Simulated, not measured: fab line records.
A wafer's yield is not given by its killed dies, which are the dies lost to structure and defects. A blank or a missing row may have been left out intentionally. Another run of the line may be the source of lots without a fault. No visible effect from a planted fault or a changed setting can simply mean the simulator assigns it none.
The tool behind it: which one? + flow berkeley cmos170 + 21 wafers sampled from 7 lots at 1 step of a route of 331

WHAT EACH GAUGE READ, for each wafer
UCB170_PVT_OVL_MEAS_06.
| lot  | measured     | on         | PVT_OVL (nm) |
|------|--------------|------------|--------------|
| L997 | day 7 00:23  | overlay-02 | 6 -1 2       |
| L100 | day 7 06:28  | overlay-02 | -4 -13 -4    |
| L101 | day 8 12:46  | overlay-02 | 5 1 2        |
| L107 | day 9 01:11  | overlay-01 | -1 -3 -4     |
| L112 | day 10 05:14 | overlay-01 | -5 -6 -9     |
| L110 | day 10 05:30 | overlay-01 | -8 -3 -5     |
| L118 | day 10 19:53 | overlay-02 | -4 9 -2      |

EACH LOT AND THE TOOL THAT RAN IT (in order: tool; ch and the chambers of the sampled wafers; start)
No process step before these readings appears in the record.

THE ANSWER, worked out from the rows above alone
Rule: the lots themselves supply what counts as usual. Put in order of their means at a reading, lots are off if they are a third of the lots or fewer, leave a main group of 4 or more, and stand apart from it by a gap of 3 or more times the standard deviation of the main group's means; of several such gaps the widest counts. A main group whose means are all the same, to the digits that the tables above print for the reading, isn't used. A lot without any number at a reading at which 4 lots or more have one is off too. Where the step has rows for the other lots, those lots are counted as sound.
None of the lots is off at any reading shown; this tells nothing.

WHAT THE SIMULATOR PUT IN
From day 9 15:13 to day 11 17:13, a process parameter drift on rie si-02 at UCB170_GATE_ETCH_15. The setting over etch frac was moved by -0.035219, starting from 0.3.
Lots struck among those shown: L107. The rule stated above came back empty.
